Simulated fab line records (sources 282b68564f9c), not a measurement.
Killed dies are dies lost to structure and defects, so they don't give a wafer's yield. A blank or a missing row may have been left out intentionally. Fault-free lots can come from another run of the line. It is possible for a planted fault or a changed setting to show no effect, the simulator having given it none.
fab line records	flow rit-cmos
[record] lots = 5	wafers = 15	last-day = 5
route steps=202 shown GATE@79 FOX2@80 REOX@98
lots untouched by any fault: they come from a run of this same line in which no faults occurred
start-h: the number of hours between the record's first day and the start of the first shown wafer of the lot	wait-h: hours elapsed since this lot's preceding step	" as in the row above	L1.1+2: several wafers, shown together as one row	- no value, or no start given	* or withheld: withheld	< > ~ a bound
route shown NAME@n: a module of which the file shows steps, and the number in the route of the first	usual: the fault-free wafers' mean and standard deviation	same: alike in all rows	chamber/n: place in a boat	sites: readings site by site	_std_site: the values' standard deviation	_edge_site: inner sites' mean taken away from outer sites' mean	radius-mm: for every site, how far away it sits from the centre of the wafer	mask NAME#n: copy n	behind: the last tool/chamber to shape the wafer	hold: why the lot went on hold/how many hours it stayed there/how the hold came to an end	device: transistor that didn't switch, given as n, p or np	end of line: the route-end tests of the same wafers	where a step has no rows: the recipe by itself	killed: not the wafer's yield, but the dies lost to structure and defects at the first sort	map: a wafer's dies, x killed, . not, _ none there
set.NAME: the setting as run; set.NAME@STEP: as run at that earlier step	model.NAME: the simulator's own value behind a step, which no gauge read
a table for each step, a row for each wafer; lots at some steps of the route
services: a tool's chamber out of use, with start hour (start-h, from the record's first day; less than 0 if before it), hours out, and reason
[[steps]]
[step RIT_GATE_CLEAN_04]
[recipe] chemistry = dHF	dilution = 50:1	time-s = 60	dry = n2-spin
lot.wafer	tool	chamber	start-h	wait-h
L078.2+5+6	wet-bench-01	1	53.22	0.0
L081.2+3+5	wet-bench-02	1	66.87	0.0
L082.1+3+4	wet-bench-02	0	71.69	0.0
L085.1+2+4	wet-bench-01	2	87.97	0.0
L087.1+4+6	wet-bench-02	0	96.65	0.0
[step RIT_FOX2_THK_MEAS_91]
[recipe] reads = SiO2_of_FOX2_OXIDATION_00
[usual] FIELD_OXIDE_LEFT_2_THK = 254/6.2
lot.wafer	tool	chamber	start-h	wait-h	FIELD_OXIDE_LEFT_2_THK[nm]
L078.2	film-metro-01	-	53.29	0.0	248
L078.5	"	-	"	"	251
L078.6	"	-	"	"	245
L081.2	film-metro-02	-	66.91	0.0	260
L081.3	"	-	"	"	253
L081.5	"	-	"	"	258
L082.1	film-metro-03	-	71.72	0.0	257
L082.3	"	-	"	"	256
L082.4	"	-	"	"	257
L085.1	film-metro-02	-	88.00	0.0	240
L085.2	"	-	"	"	242
L085.4	"	-	"	"	244
L087.1	film-metro-03	-	96.67	0.0	246
L087.4	"	-	"	"	247
L087.6	"	-	"	"	246
[step RIT_GATE_OXIDATION_05]
[recipe] temp-c = 900	ambient = O2	target-thk-a = 30	ox-time-s = 270
[usual] tube_center_temp_C_max = 902.3/0.36
lot.wafer	tool	chamber	start-h	wait-h	tube_center_temp_C_max
L078.2	furnace-04	0	53.47	0.2	902.9
L078.5	"	0	"	"	902.5
L078.6	"	0	"	"	902.1
L081.2	furnace-04	0	66.96	0.0	902.0
L081.3	"	0	"	"	901.7
L081.5	"	0	"	"	902.4
L082.1	furnace-04	0	72.45	0.7	902.3
L082.3	"	0	"	"	902.0
L082.4	"	0	"	"	901.9
L085.1	furnace-04	0	88.06	0.1	902.9
L085.2	"	0	"	"	902.5
L085.4	"	0	"	"	902.5
L087.1	furnace-04	0	97.05	0.4	903.4
L087.4	"	0	"	"	902.5
L087.6	"	0	"	"	902.0
[step RIT_GATE_ANNEAL_06]
[recipe] temp-c = 900	time-s = 600	ambient = N2O
[usual] tube_center_temp_C_max = 902.3/0.32
lot.wafer	tool	chamber	start-h	wait-h	tube_center_temp_C_max
L078.2	furnace-02	0	54.54	0.0	902.1
L078.5	"	0	"	"	902.5
L078.6	"	0	"	"	902.4
L081.2	furnace-04	0	68.04	0.0	902.9
L081.3	"	0	"	"	902.4
L081.5	"	0	"	"	902.2
L082.1	furnace-02	0	74.63	1.1	902.3
L082.3	"	0	"	"	902.2
L082.4	"	0	"	"	902.0
L085.1	furnace-02	0	89.14	0.0	902.2
L085.2	"	0	"	"	902.3
L085.4	"	0	"	"	902.1
L087.1	furnace-02	0	99.36	1.2	903.1
L087.4	"	0	"	"	901.8
L087.6	"	0	"	"	902.4
[step RIT_GATE_THK_MEAS_07]
[recipe] reads = SiO2_of_GATE_OXIDATION_05
[usual] GATE_OXIDE_THK = 3.01/0.056
lot.wafer	tool	chamber	start-h	wait-h	GATE_OXIDE_THK[nm]
L078.2	film-metro-01	-	54.80	0.0	3.01
L078.5	"	-	"	"	3.05
L078.6	"	-	"	"	3.07
L081.2	film-metro-01	-	68.30	0.0	2.90
L081.3	"	-	"	"	2.91
L081.5	"	-	"	"	2.98
L082.1	film-metro-03	-	74.88	0.0	2.96
L082.3	"	-	"	"	3.02
L082.4	"	-	"	"	3.05
L085.1	film-metro-03	-	89.39	0.0	2.95
L085.2	"	-	"	"	2.97
L085.4	"	-	"	"	2.96
L087.1	film-metro-03	-	99.61	0.0	3.02
L087.4	"	-	"	"	3.01
L087.6	"	-	"	"	3.10
[step RIT_GATE_CVD_08]
[recipe] material = poly-Si	target-thk-nm = 250	temp-c = 610	precursor = SiH4	time-s = 2220	pressure-mtorr = 300	sih4-flow-sccm = 100
lot.wafer	tool	chamber	start-h	wait-h
L078.2+5+6	lpcvd-01	0	54.85	0.0
L081.2+3+5	lpcvd-01	0	68.35	0.0
L082.1+3+4	lpcvd-01	1	74.94	0.1
L085.1+2+4	lpcvd-01	1	89.45	0.1
L087.1+4+6	lpcvd-02	1	99.67	0.1
[step RIT_GATE_THK_MEAS_09]
[recipe] reads = poly-Si_of_GATE_CVD_08
[usual] GATE_POLY_THK = 250.9/2.1
lot.wafer	tool	chamber	start-h	wait-h	GATE_POLY_THK[nm]
L078.2	film-metro-01	-	56.48	0.0	253.7
L078.5	"	-	"	"	252.9
L078.6	"	-	"	"	253.0
L081.2	film-metro-01	-	69.97	0.0	252.4
L081.3	"	-	"	"	255.0
L081.5	"	-	"	"	252.6
L082.1	film-metro-03	-	76.55	0.0	252.1
L082.3	"	-	"	"	253.9
L082.4	"	-	"	"	253.3
L085.1	film-metro-03	-	91.06	0.0	249.8
L085.2	"	-	"	"	248.2
L085.4	"	-	"	"	250.7
L087.1	film-metro-03	-	101.29	0.0	250.9
L087.4	"	-	"	"	251.2
L087.6	"	-	"	"	251.3
[step RIT_GATE_HMDS_10]
[recipe] prime-time-s = 60	prime-temp-c = 140
[usual] chill-plate-temp-C = 23.00/0.099
lot.wafer	tool	chamber	start-h	wait-h	chill-plate-temp-C
L078.2	litho-track-02	0	56.60	0.1	23.14
L078.5	"	0	"	"	23.06
L078.6	"	0	"	"	23.01
L081.2	litho-track-03	0	70.05	0.1	23.11
L081.3	"	0	"	"	22.98
L081.5	"	0	"	"	23.05
L082.1	litho-track-03	0	76.66	0.1	22.95
L082.3	"	0	"	"	22.98
L082.4	"	0	"	"	22.96
L085.1	litho-track-02	0	91.12	0.1	22.95
L085.2	"	0	"	"	23.03
L085.4	"	0	"	"	22.90
L087.1	litho-track-02	0	101.35	0.1	23.05
L087.4	"	0	"	"	23.14
L087.6	"	0	"	"	23.15
[step RIT_GATE_COAT_11]
[recipe] resist = NOVOLAK	spin-rpm = 4250	resist-thk-nm = 850
[usual] chill-plate-temp-C = 23.00/0.11
lot.wafer	tool	chamber	start-h	wait-h	chill-plate-temp-C
L078.2	litho-track-02	0	56.75	0.1	23.26
L078.5	"	0	"	"	22.93
L078.6	"	0	"	"	23.03
L081.2	litho-track-03	0	70.20	0.1	22.93
L081.3	"	0	"	"	23.06
L081.5	"	0	"	"	23.04
L082.1	litho-track-03	0	76.81	0.1	23.01
L082.3	"	0	"	"	23.03
L082.4	"	0	"	"	23.01
L085.1	litho-track-02	0	91.27	0.1	23.01
L085.2	"	0	"	"	22.97
L085.4	"	0	"	"	23.16
L087.1	litho-track-02	0	101.50	0.1	22.98
L087.4	"	0	"	"	22.92
L087.6	"	0	"	"	22.88
[step RIT_GATE_SOFTBAKE_12]
[recipe] resist = NOVOLAK	temp-c = 90	time-s = 60
[usual] chill-plate-temp-C = 23.00/0.098
lot.wafer	tool	chamber	start-h	wait-h	chill-plate-temp-C
L078.2	litho-track-02	0	56.90	0.1	23.15
L078.5	"	0	"	"	23.11
L078.6	"	0	"	"	22.96
L081.2	litho-track-03	0	70.35	0.1	22.74
L081.3	"	0	"	"	22.88
L081.5	"	0	"	"	23.10
L082.1	litho-track-03	0	76.96	0.1	22.95
L082.3	"	0	"	"	22.94
L082.4	"	0	"	"	22.96
L085.1	litho-track-02	0	91.42	0.1	23.00
L085.2	"	0	"	"	22.99
L085.4	"	0	"	"	22.92
L087.1	litho-track-02	0	101.65	0.1	22.87
L087.4	"	0	"	"	22.85
L087.6	"	0	"	"	23.04
[step RIT_GATE_EXPOSE_13]
[recipe] mask-id = M6	na = 0.6	source-shape = conventional	sigma-outer = 0.6	target-cd-nm = 150	dose-mj = 380
[usual] reticle-temp-C = 22.97/0.11
lot.wafer	tool	chamber	start-h	wait-h	mask	reticle-temp-C
L078.2	iline-stepper-02	0	57.20	0.3	M6#0	22.97
L078.5	"	0	"	"	M6#0	22.90
L078.6	"	0	"	"	M6#0	22.88
L081.2	iline-stepper-02	0	70.49	0.1	M6#0	22.83
L081.3	"	0	"	"	M6#0	22.89
L081.5	"	0	"	"	M6#0	23.00
L082.1	iline-stepper-02	0	77.11	0.1	M6#0	22.95
L082.3	"	0	"	"	M6#0	22.91
L082.4	"	0	"	"	M6#0	23.12
L085.1	iline-stepper-02	0	91.57	0.1	M6#0	22.88
L085.2	"	0	"	"	M6#0	23.05
L085.4	"	0	"	"	M6#0	23.08
L087.1	iline-stepper-01	0	101.80	0.1	M6#0	22.99
L087.4	"	0	"	"	M6#0	23.16
L087.6	"	0	"	"	M6#0	23.09
[step RIT_GATE_PEB_14]
[recipe] resist = NOVOLAK	temp-c = withheld	time-s = withheld
[usual] chill-plate-temp-C = *
lot.wafer	tool	chamber	start-h	wait-h	chill-plate-temp-C
L078.2	litho-track-02	0	57.45	0.2	*
L078.5	"	0	"	"	*
L078.6	"	0	"	"	*
L081.2	litho-track-01	0	70.62	0.1	*
L081.3	"	0	"	"	*
L081.5	"	0	"	"	*
L082.1	litho-track-03	0	77.23	0.1	*
L082.3	"	0	"	"	*
L082.4	"	0	"	"	*
L085.1	litho-track-01	0	91.69	0.1	*
L085.2	"	0	"	"	*
L085.4	"	0	"	"	*
L087.1	litho-track-03	0	101.91	0.1	*
L087.4	"	0	"	"	*
L087.6	"	0	"	"	*
[step RIT_GATE_DEVELOP_15]
[recipe] resist = NOVOLAK	develop-time-s = 50	dev-temp-c = 23
[usual] chill-plate-temp-C = 22.99/0.097
lot.wafer	tool	chamber	start-h	wait-h	chill-plate-temp-C
L078.2	litho-track-02	0	-	-	22.91
L078.5	"	0	"	"	22.85
L078.6	"	0	"	"	23.03
L081.2	litho-track-01	0	-	-	23.12
L081.3	"	0	"	"	23.08
L081.5	"	0	"	"	23.03
L082.1	litho-track-03	0	-	-	22.92
L082.3	"	0	"	"	22.92
L082.4	"	0	"	"	22.97
L085.1	litho-track-01	0	-	-	22.98
L085.2	"	0	"	"	23.25
L085.4	"	0	"	"	22.95
L087.1	litho-track-03	0	-	-	23.06
L087.4	"	0	"	"	22.97
L087.6	"	0	"	"	22.85
[step RIT_GATE_CD_MEAS_16]
[recipe] target-cd-nm = 150
[usual] cd-nm = 150.6/2.6
lot.wafer	tool	chamber	start-h	wait-h	cd-nm
L078.2	cd-sem-02	-	57.73	-	150.4
L078.5	"	-	"	"	149.2
L078.6	"	-	"	"	149.6
L081.2	cd-sem-02	-	70.89	-	153.2
L081.3	"	-	"	"	153.7
L081.5	"	-	"	"	154.5
L082.1	cd-sem-01	-	77.51	-	148.8
L082.3	"	-	"	"	150.7
L082.4	"	-	"	"	148.1
L085.1	cd-sem-01	-	91.97	-	146.7
L085.2	"	-	"	"	149.4
L085.4	"	-	"	"	149.8
L087.1	cd-sem-01	-	102.20	-	151.7
L087.4	"	-	"	"	150.0
L087.6	"	-	"	"	151.7
[step RIT_GATE_OVL_MEAS_17]
[usual] GATE_OVL = -1.9/1.5
lot.wafer	tool	chamber	start-h	wait-h	GATE_OVL[nm]
L078.2	overlay-02	-	57.84	0.1	-3.6
L078.5	"	-	"	"	-3.5
L078.6	"	-	"	"	-3.4
L081.2	overlay-02	-	71.00	0.1	-4.5
L081.3	"	-	"	"	-5.5
L081.5	"	-	"	"	-2.6
L082.1	overlay-01	-	77.63	0.1	-2.5
L082.3	"	-	"	"	-3.5
L082.4	"	-	"	"	-1.2
L085.1	overlay-01	-	92.09	0.1	-2.0
L085.2	"	-	"	"	-3.4
L085.4	"	-	"	"	-2.6
L087.1	overlay-02	-	102.32	0.1	-3.6
L087.4	"	-	"	"	-1.9
L087.6	"	-	"	"	-1.2
[step RIT_GATE_HARDBAKE_18]
[recipe] resist = NOVOLAK	temp-c = 140	time-s = 60
[usual] chill-plate-temp-C = 22.98/0.11
lot.wafer	tool	chamber	start-h	wait-h	chill-plate-temp-C
L078.2	litho-track-03	0	57.89	0.0	22.89
L078.5	"	0	"	"	23.03
L078.6	"	0	"	"	22.82
L081.2	litho-track-01	0	71.05	0.0	23.08
L081.3	"	0	"	"	22.77
L081.5	"	0	"	"	23.04
L082.1	litho-track-03	0	77.67	0.0	22.92
L082.3	"	0	"	"	23.06
L082.4	"	0	"	"	22.89
L085.1	litho-track-03	0	92.20	0.1	23.01
L085.2	"	0	"	"	23.02
L085.4	"	0	"	"	23.21
L087.1	litho-track-03	0	102.35	0.0	23.11
L087.4	"	0	"	"	23.01
L087.6	"	0	"	"	23.25
[step RIT_GATE_ETCH_19]
[recipe] chemistry = SF6/CHF3/O2	time-s = 165	SF6_flow_sccm = 30	CHF3_flow_sccm = 30	O2_flow_sccm = 5	target = poly-Si	pressure-mtorr = 40	rf-w = 160	target-depth-a = 3125	over-etch-frac = 0.25	stop-on = SiO2
[usual] drypump-motor-current-A = 5.6/0.55	oes-product-au = 0.852/0.0098	throttle-valve-pct = 10.22/0.16
[same] over-etch-frac = 0.25
lot.wafer	tool	chamber	start-h	wait-h	drypump-motor-current-A	oes-product-au	rf-hours-counter-h	throttle-valve-pct
L078.2	rie-si-01	2	58.02	0.1	5.5	0.855	158	10.08
L078.5	"	0	"	"	6.0	0.867	-	10.34
L078.6	"	1	"	"	5.9	0.853	-	10.58
L081.2	rie-si-02	1	71.18	0.1	4.8	0.853	75	10.27
L081.3	"	2	"	"	4.9	0.864	90	10.19
L081.5	"	2	"	"	4.8	0.863	-	10.17
L082.1	rie-si-01	0	77.82	0.1	6.0	0.860	53	10.33
L082.3	"	1	"	"	5.8	0.855	111	10.60
L082.4	"	1	"	"	5.8	0.847	-	10.59
L085.1	rie-si-02	1	92.35	0.1	4.8	0.852	75	10.27
L085.2	"	2	"	"	4.9	0.852	90	10.18
L085.4	"	3	"	"	5.1	0.854	152	10.13
L087.1	rie-si-02	2	102.50	0.1	4.9	0.858	90	10.18
L087.4	"	0	"	"	6.0	0.862	-	10.14
L087.6	"	1	"	"	4.8	0.850	-	10.26
[step RIT_GATE_STRIP_20]
[recipe] chemistry = O2	time-s = 180	resist = NOVOLAK	platen-temp-c = withheld	power-w = 500	pressure-mtorr = 4000	o2-flow-sccm = 4000
[usual] drypump-motor-current-A = 5.6/0.39
lot.wafer	tool	chamber	start-h	wait-h	drypump-motor-current-A	rf-hours-counter-h
L078.2	plasma-asher-02	0	58.13	0.1	6.1	40
L078.5	"	0	"	"	6.1	-
L078.6	"	1	"	"	5.5	-
L081.2	plasma-asher-01	0	71.29	0.1	5.5	44
L081.3	"	0	"	"	5.5	-
L081.5	"	1	"	"	6.2	-
L082.1	plasma-asher-02	0	77.92	0.1	6.1	42
L082.3	"	0	"	"	6.1	-
L082.4	"	1	"	"	5.5	-
L085.1	plasma-asher-03	0	92.45	0.1	5.4	47
L085.2	"	1	"	"	5.1	47
L085.4	"	0	"	"	5.4	-
L087.1	plasma-asher-01	1	102.61	0.1	6.2	47
L087.4	"	1	"	"	6.2	-
L087.6	"	1	"	"	6.2	-
[step RIT_GATE_CD_MEAS_90]
[recipe] target-cd-nm = 150
[usual] cd-nm = 150.6/2.6
lot.wafer	tool	chamber	start-h	wait-h	cd-nm
L078.2	cd-sem-01	-	58.32	0.1	150.7
L078.5	"	-	"	"	149.0
L078.6	"	-	"	"	149.7
L081.2	cd-sem-01	-	71.48	0.1	153.4
L081.3	"	-	"	"	153.8
L081.5	"	-	"	"	154.6
L082.1	cd-sem-01	-	78.10	0.1	148.8
L082.3	"	-	"	"	150.1
L082.4	"	-	"	"	148.3
L085.1	cd-sem-01	-	92.63	0.1	146.4
L085.2	"	-	"	"	149.3
L085.4	"	-	"	"	150.0
L087.1	cd-sem-02	-	102.79	0.1	151.6
L087.4	"	-	"	"	150.4
L087.6	"	-	"	"	151.5
[step RIT_REOX_CLEAN_00]
[recipe] chemistry = SC1	mix = 3:3:50	time-s = 600	temp-c = 75
lot.wafer	tool	chamber	start-h	wait-h
L078.2+5+6	wet-bench-03	3	58.42	0.1
L081.2+3+5	wet-bench-03	1	71.58	0.1
L082.1+3+4	wet-bench-03	3	78.22	0.1
L085.1+2+4	wet-bench-02	3	92.75	0.1
L087.1+4+6	wet-bench-01	1	102.91	0.1
[step RIT_REOX_CLEAN_01]
[recipe] chemistry = dHF	dilution = 50:1	time-s = 30
lot.wafer	tool	chamber	start-h	wait-h
L078.2+5+6	wet-bench-01	3	58.61	0.0
L081.2+3+5	wet-bench-01	0	71.77	0.0
L082.1+3+4	wet-bench-03	1	78.39	0.0
L085.1+2+4	wet-bench-01	1	92.94	0.0
L087.1+4+6	wet-bench-03	0	103.26	0.0
[step RIT_REOX_CLEAN_02]
[recipe] chemistry = SC2	mix = 3:3:50	time-s = 600	temp-c = 75	dry = n2-spin
lot.wafer	tool	chamber	start-h	wait-h
L078.2+5+6	wet-bench-03	2	58.63	0.0
L081.2+3+5	wet-bench-02	0	71.79	0.0
L082.1+3+4	wet-bench-01	1	78.41	0.0
L085.1+2+4	wet-bench-03	2	92.96	0.0
L087.1+4+6	wet-bench-01	1	103.27	0.0
[step RIT_REOX_OXIDATION_03]
[recipe] temp-c = 900	ambient = O2	target-thk-a = 252	ox-time-s = 5580
[usual] tube_center_temp_C_max = 902.3/0.39
lot.wafer	tool	chamber	start-h	wait-h	tube_center_temp_C_max
L078.2	furnace-03	0	58.82	0.0	901.7
L078.5	"	0	"	"	902.7
L078.6	"	0	"	"	901.8
L081.2	furnace-03	0	72.00	0.0	902.2
L081.3	"	0	"	"	902.3
L081.5	"	0	"	"	901.9
L082.1	furnace-03	0	78.60	0.0	901.9
L082.3	"	0	"	"	902.4
L082.4	"	0	"	"	902.2
L085.1	furnace-01	0	93.13	0.0	902.6
L085.2	"	0	"	"	902.7
L085.4	"	0	"	"	902.1
L087.1	furnace-04	0	103.62	0.0	901.7
L087.4	"	0	"	"	901.9
L087.6	"	0	"	"	902.0
[[services]]
tool	chamber	start-h	hours	kind
rie-si-02	-	35.02	5.7	repair
iline-stepper-01	0	42.21	-	calibration
iline-stepper-01	-	45.80	2.1	pm
iline-stepper-01	-	47.88	-	consumable-replace:lamp
plasma-asher-01	-	48.14	0.6	repair
iline-stepper-01	-	48.14	11.8	repair
furnace-03	-	67.77	4.2	pm
rie-si-01	0	69.67	1.0	repair
rie-si-01	2	72.97	-	clean
rie-si-01	2	72.97	15.1	scheduled-down
rie-si-01	2	72.97	15.1	vent-cycle
furnace-03	-	88.29	3.0	pm
rie-si-02	-	97.23	3.2	repair
furnace-04	-	98.13	3.6	pm
rie-si-02	3	100.44	-	clean
rie-si-02	3	100.44	14.8	scheduled-down
rie-si-02	3	100.44	14.8	vent-cycle
wet-bench-02	-	101.45	57.3	repair
[[key]]
fault none
